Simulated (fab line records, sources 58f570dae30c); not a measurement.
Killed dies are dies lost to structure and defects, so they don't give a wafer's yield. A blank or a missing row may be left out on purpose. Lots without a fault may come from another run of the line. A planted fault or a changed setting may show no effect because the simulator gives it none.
A struck lot beside a sound one | flow berkeley_cmos170 | 15 steps out of a route of 331
Sound: wafers L521.1, L521.3, L521.6. Struck: wafer L535.5. (L535.4, L535.6 of the same lot were not struck and are left out.) The cause comes at the end.
At each step with rows: each side's tool, then ch and its chambers, then its first start. Under that, the readings that differ: sound wafers | struck wafers | difference of the means | sigmas: that difference in standard deviations of wafers without a fault.
alike: readings whose means differ by less than 2 such deviations, and words and numbers that are the same on both sides. not compared: withheld readings, readings that some wafer has no value for, bounds like >300 that may hide the same value, and numbers for which the record gives no deviation and whose values overlap.
The two part at a step that has a row with sigmas, a row that says differs or no value, or rows on one side only. Numbers that don't overlap but have no deviation are shown without sigmas and don't part them. A reading that every wafer of one side lacks parts them only if that side has two wafers or more.

UCB170_CONTACT_STRIP_06: strips in O2.
  sound on plasma_asher-04 ch 0,1, day 8 05:25; struck on plasma_asher-02 ch 0, day 10 18:31
  alike: drypump_motor_current_A, oes_product_au, strip_time_to_endpoint_s
  not compared: rf_hours_counter_h
then, 1 step without rows for these wafers: UCB170_CONTACT_CLEAN_07 (cleans in SPM, time 600 s).
UCB170_CONTACT_RTA_08: time 10 s.
  sound on rtp_anneal-02 ch 0, day 8 05:41; struck on rtp_anneal-01 ch 0, day 10 18:53
  reading            | sound             | struck | difference | sigmas
  lamp_power_pct (%) | 27.5 27.6 27.6    | 25.5   | -2.1       | -2
  wafer_temp_C_max   | 908.5 906.0 905.6 | 902.0  | -4.7       | -2
then, 6 steps without rows for these wafers: UCB170_CONTACT_COAT_09; UCB170_CONTACT_COAT_10 (resist thk 900 nm); UCB170_CONTACT_SOFTBAKE_11 (time 60 s); UCB170_CONTACT_EXPOSE_12 (exposes mask CONT, target cd 700 nm); UCB170_CONTACT_PEB_13; UCB170_CONTACT_DEVELOP_14 (develop time 45 s).
UCB170_CONTACT_CD_MEAS_15: target cd 700 nm.
  sound on cd_sem-01, day 8 07:08; struck on cd_sem-01, day 10 20:35
  reading    | sound             | struck | difference | sigmas
  cd_nm (nm) | 703.3 704.2 703.4 | 700.1  | -3.5       | -3
UCB170_CONTACT_OVL_MEAS_16:
  sound on overlay-02, day 8 07:16; struck on overlay-01, day 10 20:40
  alike: CONTACT_OVL
UCB170_CONTACT_ETCH_17: etches BARC in N2/H2.
  sound on rie_diel-02 ch 1,3, day 8 07:18; struck on rie_diel-02 ch 1, day 10 20:43
  alike: drypump_motor_current_A, oes_product_au, throttle_valve_pct
UCB170_CONTACT_ETCH_18: etches PSG in CHF3/CF4/Ar, stops on TiSi2, target depth 840 nm, time 195 s.
  sound on rie_diel-02 ch 1,3, day 8 07:00; struck on rie_diel-02 ch 1, day 10 20:00
  reading        | sound       | struck  | difference | sigmas
  over_etch_frac | 0.2 0.2 0.2 | 0.18142 | -0.01858   |
  alike: cf4_flow_sccm, drypump_motor_current_A, oes_product_au, throttle_valve_pct
  not compared: rf_hours_counter_h
UCB170_CONTACT_STRIP_19: strips in O2.
  sound on plasma_asher-03 ch 0,1, day 8 07:33; struck on plasma_asher-02 ch 0, day 10 20:53
  reading                     | sound       | struck | difference | sigmas
  drypump_motor_current_A (A) | 6.4 6.0 6.4 | 4.8    | -1.5       | -3
  alike: oes_product_au
  not compared: rf_hours_counter_h
then, 1 step without rows for these wafers: UCB170_M3_PROBE_99.

WHERE THEY PART
First at UCB170_CONTACT_RTA_08; last, within this record, at UCB170_CONTACT_STRIP_19.

WHY: what the simulator had put in
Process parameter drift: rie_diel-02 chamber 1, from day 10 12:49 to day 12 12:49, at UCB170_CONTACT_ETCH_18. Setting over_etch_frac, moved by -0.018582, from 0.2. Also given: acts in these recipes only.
